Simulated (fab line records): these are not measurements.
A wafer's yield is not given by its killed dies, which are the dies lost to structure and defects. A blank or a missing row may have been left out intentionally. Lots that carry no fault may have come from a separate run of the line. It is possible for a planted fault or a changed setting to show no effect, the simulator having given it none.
Which tool is to blame? + flow rit_cmos + 14 lots with 42 wafers sampled at 6 steps, on a route of 202 steps

== WHAT THE GAUGES READ, wafer by wafer ==
RIT_NWELL_TW_MEAS_10. Usual: for NWELL_TW the level is 2139 and the standard deviation is 13.
| lot  | measured    | on            | NWELL_TW       | flag |
|------|-------------|---------------|----------------|------|
| L525 | day 2 02:31 | film_metro-01 | 2157 2139 2147 |      |
| L526 | day 2 08:33 | film_metro-02 | 2143 2128 2134 |      |
| L527 | day 2 13:47 | film_metro-02 | 2131 2129 2127 |      |
| L528 | day 2 18:14 | film_metro-01 | 2152 2150 2166 |      |
| L529 | day 3 00:28 | film_metro-02 | 2122 2134 2121 |      |
| L530 | day 3 06:31 | film_metro-04 | 2134 2139 2138 |      |
| L531 | day 3 10:16 | film_metro-04 | 2144 2132 2143 |      |
| L533 | day 3 23:15 | film_metro-02 | 2132 2122 2130 |      |
| L539 | day 5 00:47 | film_metro-01 | 2174 2152 2165 |      |
| L540 | day 5 07:17 | film_metro-02 | 2132 2132 2138 |      |
| L542 | day 5 23:44 | film_metro-01 | 2165 2152 2172 |      |
| L545 | day 6 08:19 | film_metro-01 | 2146 2153 2138 |      |
| L546 | day 6 12:33 | film_metro-01 | 2142 2141 2143 |      |
| L547 | day 6 19:01 | film_metro-02 | 2113 2127 2116 |      |

RIT_PWELL_OVL_MEAS_06. Usual: for PWELL_OVL the level is 1.4 nm and the standard deviation is 1.4.
| lot  | measured    | on         | PWELL_OVL (nm) | flag |
|------|-------------|------------|----------------|------|
| L525 | day 2 03:34 | overlay-02 | -1.5 -1.0 -0.6 |      |
| L526 | day 2 09:29 | overlay-01 | 0.6 0.5 0.0    |      |
| L527 | day 2 14:50 | overlay-01 | 2.4 1.5 1.4    |      |
| L528 | day 2 19:10 | overlay-01 | 2.8 2.3 0.8    |      |
| L529 | day 3 01:31 | overlay-01 | 0.1 -0.2 0.5   |      |
| L530 | day 3 07:27 | overlay-01 | 1.5 2.2 0.1    |      |
| L531 | day 3 11:12 | overlay-01 | -0.4 0.1 0.9   |      |
| L533 | day 4 00:19 | overlay-01 | 2.4 2.1 1.0    |      |
| L539 | day 5 02:00 | overlay-02 | -0.5 -0.1 -2.1 |      |
| L540 | day 5 08:13 | overlay-02 | -0.1 -1.3 -0.5 |      |
| L542 | day 6 00:40 | overlay-01 | 3.6 2.9 2.8    |      |
| L545 | day 6 09:23 | overlay-01 | 1.1 2.4 1.0    |      |
| L546 | day 6 13:37 | overlay-01 | 0.9 1.7 1.3    |      |
| L547 | day 6 19:57 | overlay-01 | -0.2 0.9 0.1   |      |

RIT_PWELL_TW_MEAS_10. Usual: for PWELL_TW the level is 951 and the standard deviation is 6.7.
| lot  | measured    | on            | PWELL_TW    | flag |
|------|-------------|---------------|-------------|------|
| L525 | day 2 04:11 | film_metro-01 | 953 953 954 |      |
| L526 | day 2 10:06 | film_metro-01 | 952 954 956 |      |
| L527 | day 2 15:28 | film_metro-02 | 947 949 949 |      |
| L528 | day 2 19:47 | film_metro-01 | 957 962 951 |      |
| L529 | day 3 02:08 | film_metro-01 | 952 949 956 |      |
| L530 | day 3 08:04 | film_metro-01 | 954 952 951 |      |
| L531 | day 3 11:49 | film_metro-04 | 948 945 951 |      |
| L533 | day 4 00:58 | film_metro-02 | 947 939 944 |      |
| L539 | day 5 02:37 | film_metro-01 | 884 891 888 | OFF  |
| L540 | day 5 09:01 | film_metro-01 | 894 891 897 | OFF  |
| L542 | day 6 01:17 | film_metro-02 | 937 943 940 |      |
| L545 | day 6 10:00 | film_metro-02 | 943 941 944 |      |
| L546 | day 6 14:14 | film_metro-01 | 956 952 955 |      |
| L547 | day 6 20:34 | film_metro-01 | 943 951 948 |      |

RIT_WELLDRIVE_RS_MEAS_02: a four-point-probe measurement. Usual: for PWELL_RS the level is 429.3 ohm/sq and the standard deviation is 1.2.
| lot  | measured    | on            | PWELL_RS (ohm/sq) | flag |
|------|-------------|---------------|-------------------|------|
| L525 | day 2 09:28 | film_metro-02 | 430.2 429.3 429.7 |      |
| L526 | day 2 15:22 | film_metro-01 | 432.2 430.7 432.3 |      |
| L527 | day 2 20:45 | film_metro-04 | 430.0 429.1 429.1 |      |
| L528 | day 3 02:58 | film_metro-01 | 431.9 430.0 431.2 |      |
| L529 | day 3 09:02 | film_metro-02 | 427.8 428.5 427.2 |      |
| L530 | day 3 13:26 | film_metro-04 | 427.2 428.0 427.9 |      |
| L531 | day 3 17:05 | film_metro-02 | 428.2 429.0 430.1 |      |
| L533 | day 4 06:14 | film_metro-02 | 428.6 429.1 429.3 |      |
| L539 | day 5 07:54 | film_metro-02 | 498.4 498.6 498.7 | OFF  |
| L540 | day 5 16:37 | film_metro-01 | 496.0 498.1 495.8 | OFF  |
| L542 | day 6 07:16 | film_metro-01 | 428.9 429.4 430.1 |      |
| L545 | day 6 15:16 | film_metro-04 | 427.6 430.8 428.9 |      |
| L546 | day 6 19:44 | film_metro-02 | 427.9 428.4 427.6 |      |
| L547 | day 7 02:23 | film_metro-04 | 428.8 428.7 428.6 |      |

== WHICH TOOL RAN EACH LOT (tool, then ch and the chambers of the sampled wafers, then the start) ==
| lot  | RIT_ACTIVE_STRIP_14                 | RIT_PWELL_IMPLANT_08           |
|------|-------------------------------------|--------------------------------|
| L525 | plasma_asher-01 ch 0,1, day 1 20:16 | implanter-02 ch 0, day 2 03:53 |
| L526 | plasma_asher-01 ch 1, day 2 00:53   | implanter-04 ch 0, day 2 09:47 |
| L527 | plasma_asher-01 ch 0,1, day 2 06:16 | implanter-02 ch 0, day 2 15:10 |
| L528 | plasma_asher-02 ch 0,1, day 2 12:08 | implanter-04 ch 0, day 2 19:27 |
| L529 | plasma_asher-02 ch 0,1, day 2 16:46 | implanter-02 ch 0, day 3 01:51 |
| L530 | plasma_asher-03 ch 0,1, day 2 20:58 | implanter-02 ch 0, day 3 07:44 |
| L531 | plasma_asher-01 ch 0,1, day 3 03:02 | implanter-02 ch 0, day 3 11:31 |
| L533 | plasma_asher-02 ch 0, day 3 12:38   | implanter-02 ch 0, day 4 00:39 |
| L539 | plasma_asher-01 ch 0,1, day 4 17:54 | implanter-02 ch 0, day 5 02:19 |
| L540 | plasma_asher-03 ch 0,1, day 4 22:55 | implanter-02 ch 0, day 5 08:41 |
| L542 | plasma_asher-02 ch 0,1, day 5 08:53 | implanter-01 ch 0, day 6 00:57 |
| L545 | plasma_asher-01 ch 0,1, day 6 02:16 | implanter-04 ch 0, day 6 09:40 |
| L546 | plasma_asher-02 ch 0,1, day 6 04:54 | implanter-01 ch 0, day 6 13:56 |
| L547 | plasma_asher-03 ch 0,1, day 6 11:04 | implanter-04 ch 0, day 6 20:16 |
- RIT_ACTIVE_STRIP_14: strips in O2, time 180 s.
- RIT_PWELL_IMPLANT_08

== AS READ BY THE TOOLS THEMSELVES (means over the sampled wafers that have a number; for cases with no such wafer, the mark the record gives instead) ==
RIT_ACTIVE_STRIP_14. Usual: chamber_pressure_mTorr 4000 mTorr, standard deviation 3.9; drypump_motor_current_A 5.9 A, standard deviation 0.38; rf_refl_power_W 7.8 W, standard deviation 0.66.
| lot  | tool            | chamber_pressure_mTorr (mTorr) | drypump_motor_current_A (A) | rf_refl_power_W (W) | flag |
|------|-----------------|--------------------------------|-----------------------------|---------------------|------|
| L525 | plasma_asher-01 | 4003                           | 5.7                         | 8.1                 |      |
| L526 | plasma_asher-01 | 4000                           | 5.7                         | 8.3                 |      |
| L527 | plasma_asher-01 | 3999                           | 5.7                         | 8.0                 |      |
| L528 | plasma_asher-02 | 4001                           | 6.2                         | 7.4                 |      |
| L529 | plasma_asher-02 | 3999                           | 5.9                         | 7.6                 |      |
| L530 | plasma_asher-03 | 3998                           | 5.8                         | 8.1                 |      |
| L531 | plasma_asher-01 | 4001                           | 5.7                         | 7.9                 |      |
| L533 | plasma_asher-02 | 4003                           | 5.6                         | 7.9                 |      |
| L539 | plasma_asher-01 | 4001                           | 5.7                         | 8.1                 |      |
| L540 | plasma_asher-03 | 3998                           | 5.7                         | 7.5                 |      |
| L542 | plasma_asher-02 | 4000                           | 6.2                         | 7.5                 |      |
| L545 | plasma_asher-01 | 4001                           | 5.7                         | 7.9                 |      |
| L546 | plasma_asher-02 | 3999                           | 6.2                         | 7.4                 |      |
| L547 | plasma_asher-03 | 4001                           | 5.7                         | 7.7                 |      |

RIT_PWELL_IMPLANT_08. Usual: dose_ions_cm2 7e+13, standard deviation 8.2e+10; faraday_current_uA 222, standard deviation 4.5.
| lot  | tool         | dose_ions_cm2 | faraday_current_uA | flag |
|------|--------------|---------------|--------------------|------|
| L525 | implanter-02 | 7e+13         | 226                |      |
| L526 | implanter-04 | 7e+13         | 224                |      |
| L527 | implanter-02 | 7e+13         | 223                |      |
| L528 | implanter-04 | 7e+13         | 220                |      |
| L529 | implanter-02 | 7e+13         | 222                |      |
| L530 | implanter-02 | 7e+13         | 219                |      |
| L531 | implanter-02 | 7e+13         | 220                |      |
| L533 | implanter-02 | 7e+13         | 221                |      |
| L539 | implanter-02 | 6e+13         | 176                | OFF  |
| L540 | implanter-02 | 6e+13         | 177                | OFF  |
| L542 | implanter-01 | 7e+13         | 221                |      |
| L545 | implanter-04 | 7e+13         | 222                |      |
| L546 | implanter-01 | 7e+13         | 220                |      |
| L547 | implanter-04 | 7e+13         | 222                |      |

== THE ANSWER, worked out from the rows above alone ==
Rule: a lot is off if the mean of its wafers that have a number lies more than 3 standard deviations from the usual mean. Also off: a lot with no number at a reading for which 4 or more lots have one. Any other lot the step has rows for is counted as sound. First the gauges in route order, then the tools' own readings, where a lot's mean is used as printed above. The first step at which some lot is off is used, and at that step the reading that is off furthest; a lot without a number counts as furthest.
Off: L539, L540, seen at RIT_PWELL_TW_MEAS_10 (PWELL_TW).
A tool fits if, at a process step before that reading, it ran every lot that is off, and no sound lot after the first of them. The gauges at RIT_PWELL_TW_MEAS_10 aren't tried: what is off there is off at RIT_PWELL_IMPLANT_08 too, on other tools, and a gauge's error can't cause that. One candidate fits, namely implanter-02 at RIT_PWELL_IMPLANT_08. A fault onset in the window from L533 (day 4 00:39, its last sound lot) to L539 (day 5 02:19, its first lot off) fits.
The tool's own readings at RIT_PWELL_IMPLANT_08 bear it out: on the lots that are off they differ by more than 5 times the standard deviation of the sound lots' means. dose_ions_cm2 reads 6e+13 there against 7e+13 on the sound lots; faraday_current_uA reads 176 there against 222 on the sound lots.

== WHAT HAD BEEN PUT IN BY THE SIMULATOR ==
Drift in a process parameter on implanter-02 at RIT_PWELL_IMPLANT_08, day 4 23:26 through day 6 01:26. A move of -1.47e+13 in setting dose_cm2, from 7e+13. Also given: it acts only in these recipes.
Lots struck among those shown: L539, L540. This agrees with what the rule above found.
